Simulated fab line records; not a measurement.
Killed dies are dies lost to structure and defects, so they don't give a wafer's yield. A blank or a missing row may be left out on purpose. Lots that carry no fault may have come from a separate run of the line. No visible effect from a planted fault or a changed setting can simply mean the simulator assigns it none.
A sampling plan put to the test    flow berkeley cmos170    one fab line, 35 faults that these records tell of, each judged on the records of the lots that it struck; 1 more is left out, because the records don't allow judging it
The plan consists of the line's own looks: route steps at which the wafer is read by a gauge or an inspection but not changed. A look can be judged if struck wafers have a number there and the file gives its usual mean and standard deviation on fault-free wafers. Caught: the struck wafers' mean, at a look after the fault's first step, is 4 or more of those standard deviations (sigma) away from the usual mean. On the tool: here the same test is run on the tool's own readings at the fault's steps. It also counts as caught if the struck wafers ran another recipe or if their record alone is blank.

## THE FAULTS, as the simulator had put them in
1. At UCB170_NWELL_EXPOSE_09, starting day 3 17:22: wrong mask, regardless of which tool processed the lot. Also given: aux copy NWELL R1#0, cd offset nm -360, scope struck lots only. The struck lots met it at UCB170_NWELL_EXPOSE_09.
2. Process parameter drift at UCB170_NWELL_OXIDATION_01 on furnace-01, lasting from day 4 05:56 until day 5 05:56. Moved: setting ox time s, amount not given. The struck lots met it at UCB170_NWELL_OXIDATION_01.
3. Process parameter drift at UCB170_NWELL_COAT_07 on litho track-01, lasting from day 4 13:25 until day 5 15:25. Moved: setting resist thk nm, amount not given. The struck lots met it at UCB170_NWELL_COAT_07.
4. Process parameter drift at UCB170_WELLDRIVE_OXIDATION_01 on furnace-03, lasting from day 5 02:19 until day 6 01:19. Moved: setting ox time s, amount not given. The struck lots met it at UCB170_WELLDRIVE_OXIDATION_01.
5. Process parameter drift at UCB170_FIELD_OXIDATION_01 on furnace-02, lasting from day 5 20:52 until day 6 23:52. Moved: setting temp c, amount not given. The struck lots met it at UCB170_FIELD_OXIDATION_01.
6. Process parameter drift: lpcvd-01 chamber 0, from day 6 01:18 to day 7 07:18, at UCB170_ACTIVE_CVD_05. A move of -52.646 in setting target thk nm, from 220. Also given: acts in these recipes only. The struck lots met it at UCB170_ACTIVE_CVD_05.
7. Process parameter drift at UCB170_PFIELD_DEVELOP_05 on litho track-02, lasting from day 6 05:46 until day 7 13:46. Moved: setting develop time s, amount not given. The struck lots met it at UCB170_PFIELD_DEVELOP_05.
8. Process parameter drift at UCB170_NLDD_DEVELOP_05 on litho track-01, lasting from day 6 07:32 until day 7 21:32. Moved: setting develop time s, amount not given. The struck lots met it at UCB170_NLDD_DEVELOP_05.
9. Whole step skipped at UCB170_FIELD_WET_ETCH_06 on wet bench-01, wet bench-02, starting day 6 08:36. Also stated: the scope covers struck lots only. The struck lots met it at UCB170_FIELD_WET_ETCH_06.
10. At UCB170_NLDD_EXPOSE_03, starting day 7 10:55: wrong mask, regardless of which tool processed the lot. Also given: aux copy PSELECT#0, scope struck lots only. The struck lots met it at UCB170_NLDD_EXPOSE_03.
11. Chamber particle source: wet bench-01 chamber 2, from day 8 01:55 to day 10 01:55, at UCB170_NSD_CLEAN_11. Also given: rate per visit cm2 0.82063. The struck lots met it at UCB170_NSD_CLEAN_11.
12. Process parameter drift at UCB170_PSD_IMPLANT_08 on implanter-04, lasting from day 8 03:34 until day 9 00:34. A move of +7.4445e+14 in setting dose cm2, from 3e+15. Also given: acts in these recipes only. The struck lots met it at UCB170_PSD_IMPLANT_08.
13. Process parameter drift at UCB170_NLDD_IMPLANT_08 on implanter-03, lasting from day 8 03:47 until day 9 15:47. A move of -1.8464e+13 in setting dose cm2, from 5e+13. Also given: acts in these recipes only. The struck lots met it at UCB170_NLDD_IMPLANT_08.
14. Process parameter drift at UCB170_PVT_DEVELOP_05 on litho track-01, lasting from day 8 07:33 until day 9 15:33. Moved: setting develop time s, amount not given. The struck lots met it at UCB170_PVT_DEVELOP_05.
15. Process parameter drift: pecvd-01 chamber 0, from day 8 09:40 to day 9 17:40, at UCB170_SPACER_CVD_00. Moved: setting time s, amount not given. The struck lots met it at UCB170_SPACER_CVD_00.
16. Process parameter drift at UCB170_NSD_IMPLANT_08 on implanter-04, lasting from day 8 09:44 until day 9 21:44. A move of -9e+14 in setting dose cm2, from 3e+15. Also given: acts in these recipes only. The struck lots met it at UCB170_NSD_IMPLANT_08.
17. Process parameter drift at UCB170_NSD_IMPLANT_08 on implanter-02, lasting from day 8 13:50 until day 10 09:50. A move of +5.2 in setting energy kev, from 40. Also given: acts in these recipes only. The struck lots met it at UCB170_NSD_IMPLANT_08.
18. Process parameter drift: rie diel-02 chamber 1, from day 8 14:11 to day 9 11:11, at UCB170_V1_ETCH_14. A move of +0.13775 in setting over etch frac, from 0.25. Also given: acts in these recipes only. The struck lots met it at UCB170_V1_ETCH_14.
19. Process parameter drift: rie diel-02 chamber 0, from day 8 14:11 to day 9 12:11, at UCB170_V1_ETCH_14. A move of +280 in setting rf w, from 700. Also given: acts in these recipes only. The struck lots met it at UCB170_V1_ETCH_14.
20. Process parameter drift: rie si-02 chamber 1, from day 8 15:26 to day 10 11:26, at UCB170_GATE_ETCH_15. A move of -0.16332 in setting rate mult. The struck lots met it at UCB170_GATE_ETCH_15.
21. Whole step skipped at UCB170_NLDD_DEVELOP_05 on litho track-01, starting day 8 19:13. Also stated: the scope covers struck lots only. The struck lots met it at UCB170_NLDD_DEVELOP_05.
22. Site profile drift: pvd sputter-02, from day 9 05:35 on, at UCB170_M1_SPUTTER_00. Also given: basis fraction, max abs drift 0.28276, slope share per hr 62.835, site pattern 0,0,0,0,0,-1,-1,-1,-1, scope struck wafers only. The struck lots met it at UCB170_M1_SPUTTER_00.
23. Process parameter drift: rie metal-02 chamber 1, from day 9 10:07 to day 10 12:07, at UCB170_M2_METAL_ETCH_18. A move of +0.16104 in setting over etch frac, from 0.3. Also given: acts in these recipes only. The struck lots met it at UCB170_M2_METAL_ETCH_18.
24. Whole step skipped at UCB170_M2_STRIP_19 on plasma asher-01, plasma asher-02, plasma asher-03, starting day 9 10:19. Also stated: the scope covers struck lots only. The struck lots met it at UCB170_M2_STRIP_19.
25. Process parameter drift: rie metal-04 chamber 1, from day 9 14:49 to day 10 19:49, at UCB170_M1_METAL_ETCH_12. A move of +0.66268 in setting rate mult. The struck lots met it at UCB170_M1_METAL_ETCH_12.
26. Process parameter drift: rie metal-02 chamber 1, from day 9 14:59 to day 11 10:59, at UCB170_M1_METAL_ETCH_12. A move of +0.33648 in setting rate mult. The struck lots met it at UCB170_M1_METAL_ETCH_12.
27. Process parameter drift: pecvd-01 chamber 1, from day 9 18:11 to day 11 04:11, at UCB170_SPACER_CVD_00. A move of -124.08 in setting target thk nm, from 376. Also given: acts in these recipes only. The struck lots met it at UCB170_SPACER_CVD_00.
28. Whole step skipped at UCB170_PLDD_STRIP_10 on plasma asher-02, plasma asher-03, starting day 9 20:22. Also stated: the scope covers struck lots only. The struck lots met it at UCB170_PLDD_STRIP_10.
29. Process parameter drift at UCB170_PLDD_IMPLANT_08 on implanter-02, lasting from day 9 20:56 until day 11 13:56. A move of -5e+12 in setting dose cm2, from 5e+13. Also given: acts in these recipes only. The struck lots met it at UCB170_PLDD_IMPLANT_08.
30. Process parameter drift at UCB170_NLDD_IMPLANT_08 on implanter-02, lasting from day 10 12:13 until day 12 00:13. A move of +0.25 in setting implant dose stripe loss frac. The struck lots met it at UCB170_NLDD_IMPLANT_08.
31. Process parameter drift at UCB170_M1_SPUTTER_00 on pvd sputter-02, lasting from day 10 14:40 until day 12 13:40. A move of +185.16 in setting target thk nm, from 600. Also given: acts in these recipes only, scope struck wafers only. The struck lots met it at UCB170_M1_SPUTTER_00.
32. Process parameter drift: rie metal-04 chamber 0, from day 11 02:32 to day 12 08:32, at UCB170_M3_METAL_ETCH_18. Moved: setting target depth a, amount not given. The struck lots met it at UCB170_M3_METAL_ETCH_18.
33. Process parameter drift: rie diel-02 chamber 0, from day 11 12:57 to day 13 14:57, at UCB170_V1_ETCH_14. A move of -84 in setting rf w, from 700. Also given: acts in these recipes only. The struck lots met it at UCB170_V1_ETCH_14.
34. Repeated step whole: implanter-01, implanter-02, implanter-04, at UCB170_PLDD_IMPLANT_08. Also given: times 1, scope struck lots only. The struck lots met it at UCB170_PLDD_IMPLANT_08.
35. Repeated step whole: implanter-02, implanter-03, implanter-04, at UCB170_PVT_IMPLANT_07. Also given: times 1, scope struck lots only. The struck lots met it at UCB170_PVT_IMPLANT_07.

## WHAT THE PLAN SAW
fault  on the tool itself                                first look that catches it                       reading, sigma                                  median hours from its first step to that look  hours from the fault's start to the first struck lot there  judged looks passed uncaught
1      no reading that can be judged                     not the one look that can be judged after it     -                                               -                                              -                                                           1
2      no reading that can be judged                     UCB170_NWELL_THK_MEAS_02                         NWELL_OXIDE_THK -5.5                            1.4                                            6                                                           0
3      under 2 sigma                                     not the one look that can be judged after it     -                                               -                                              -                                                           1
4      under 2 sigma                                     UCB170_WELLDRIVE_THK_MEAS_02                     WELLDRIVE_OXIDE_THK +6.7                        3.5                                            1                                                           0
5      tube center temp C +99 or beyond sigma            UCB170_FIELD_THK_MEAS_02                         FIELD_OXIDE_THK +5.7                            3.0                                            1                                                           0
6      no reading that can be judged                     UCB170_ACTIVE_THK_MEAS_06                        ACTIVE_NITRIDE_THK -19                          1.9                                            6                                                           0
7      no reading that can be judged                     UCB170_PFIELD_TW_MEAS_09                         PFIELD_TW -99 or beyond                         1.0                                            5                                                           0
8      no reading that can be judged                     UCB170_NLDD_TW_MEAS_11                           NLDD_TW -63                                     1.4                                            10                                                          0
9      the tool's record is blank for the struck wafers  UCB170_FIELD_THK_MEAS_90                         FIELD_OXIDE_LEFT_1_THK +4.5                     0.0                                            5                                                           0
10     no reading that can be judged                     UCB170_NLDD_TW_MEAS_11                           NLDD_TW -63                                     1.1                                            5                                                           0
11     under 2 sigma                                     no look after it can be judged                   -                                               -                                              -                                                           0
12     dose ions cm2 +99 or beyond sigma                 UCB170_SDANNEAL_RS_MEAS_02                       PSD_RS -42                                      6.0                                            8                                                           1
13     dose ions cm2 -99 or beyond sigma                 UCB170_SDANNEAL_RS_MEAS_05                       NLDD_RS +65                                     15.6                                           18                                                          1
14     no reading that can be judged                     UCB170_PVT_TW_MEAS_09                            PVT_TW -76                                      0.9                                            15                                                          0
15     run length s +27 sigma                            UCB170_SPACER_THK_MEAS_01                        SPACER_TEOS_THK +17                             0.0                                            3                                                           0
16     dose ions cm2 -99 or beyond sigma                 UCB170_SDANNEAL_RS_MEAS_03                       NSD_RS +90                                      3.1                                            13                                                          1
17     beam energy keV +99 or beyond sigma               UCB170_SDANNEAL_RS_MEAS_03                       NSD_RS -16                                      3.2                                            9                                                           1
18     oes product au -4.4 sigma                         not the one look that can be judged after it     -                                               -                                              -                                                           1
19     rf fwd power W +99 or beyond sigma                none of the 2 looks that can be judged after it  strongest: cd nm at UCB170_V1_CD_MEAS_90, +3.2  -                                              -                                                           2
20     under 2 sigma                                     no look after it can be judged                   -                                               -                                              -                                                           0
21     no reading that can be judged                     no look after it can be judged                   -                                               -                                              -                                                           0
22     under 2 sigma                                     UCB170_M1_RS_MEAS_01                             M1_AL_RS +18                                    0.1                                            1                                                           0
23     oes product au -4.8 sigma                         no look after it can be judged                   -                                               -                                              -                                                           0
24     no reading that can be judged                     not the one look that can be judged after it     -                                               -                                              -                                                           1
25     under 2 sigma                                     UCB170_M1_CD_MEAS_90                             cd nm -10                                       0.2                                            8                                                           0
26     under 2 sigma                                     not the one look that can be judged after it     strongest: cd nm at UCB170_M1_CD_MEAS_90, -3.4  -                                              -                                                           1
27     under 2 sigma                                     UCB170_SPACER_THK_MEAS_01                        SPACER_TEOS_THK -27                             0.0                                            13                                                          0
28     the tool's record is blank for the struck wafers  UCB170_NLDD_TW_MEAS_11                           NLDD_TW -63                                     3.0                                            10                                                          0
29     dose ions cm2 -81 sigma                           UCB170_SDANNEAL_RS_MEAS_04                       PLDD_RS +14                                     11.4                                           19                                                          0
30     under 2 sigma                                     UCB170_SDANNEAL_RS_MEAS_05                       NLDD_RS +22                                     9.2                                            18                                                          0
31     under 2 sigma                                     UCB170_M1_RS_MEAS_01                             M1_AL_RS -24                                    0.1                                            8                                                           0
32     oes product au +4.6 sigma                         no look after it can be judged                   -                                               -                                              -                                                           0
33     rf fwd power W -42 sigma                          not the one look that can be judged after it     -                                               -                                              -                                                           1
34     under 2 sigma                                     UCB170_PLDD_TW_MEAS_11                           PLDD_TW +7.5                                    0.7                                            -                                                           0
35     no reading that can be judged                     UCB170_PVT_TW_MEAS_09                            PVT_TW +19                                      0.6                                            -                                                           0
A dash: the fault is not caught, or the number is missing from these records.

Caught at a look: 23 of 35. Caught on the tool: 14 of 35. By one or the other: 28 of 35.
Faults 18, 19, 23, 32, 33 were caught on the tool alone.
Caught at a look alone: faults 2, 4, 6, 7, 8, 10, 14, 22, 25, 27, 30, 31, 34, 35.
Caught by neither: faults 1, 3, 11, 20, 21, 24, 26.

## THINNER SAMPLING
If the look that catches a fault measured only every second or every third lot, by lot number, the first struck lot would be measured this late in the worst case:
fault  struck lots at that look, in order of time  every lot  every second lot  every third lot
2      L709, L710, L711                            6 h        10 h              10 h
4      L142, L143                                  1 h        6 h               may miss all 2
5      L725, L726, L727                            1 h        1 h               5 h
6      L473, L474                                  6 h        6 h               may miss all 2
7      L933, L934                                  5 h        5 h               may miss all 2
8      L388, L391                                  10 h       25 h              may miss all 2
9      L480, L481, L482                            5 h        11 h              15 h
10     L666                                        5 h        may miss it       may miss it
12     L908, L909, L911                            8 h        18 h              may miss all 3
13     L332, L333, L336                            18 h       24 h              may miss all 3
14     L526, L528                                  15 h       may miss all 2    may miss all 2
15     L409                                        3 h        may miss it       may miss it
16     L701, L702                                  13 h       30 h              may miss all 2
17     L773, L776                                  9 h        26 h              may miss all 2
22     L498, L503, L505                            1 h        26 h              41 h
25     L305, L308                                  8 h        19 h              may miss all 2
27     L534, L535                                  13 h       24 h              may miss all 2
28     L211, L212, L213                            10 h       10 h              11 h
29     L435, L441                                  19 h       may miss all 2    may miss all 2
30     L711, L714, L713                            18 h       22 h              may miss all 3
31     L243                                        8 h        may miss it       may miss it
Hours: fault start to first struck lot measured. The test against the limit of 4 sigma pooled every struck wafer, which means one lot taken alone may stay below that limit. Other struck lots may not be in these records.

## THE LONGEST TIMED WAY FROM STEP TO LOOK
Fault 13: the median time between UCB170_NLDD_IMPLANT_08 and UCB170_SDANNEAL_RS_MEAS_05 is 15.6 hours. The look between them that can be judged stayed within 4 sigma: UCB170_NLDD_TW_MEAS_11.
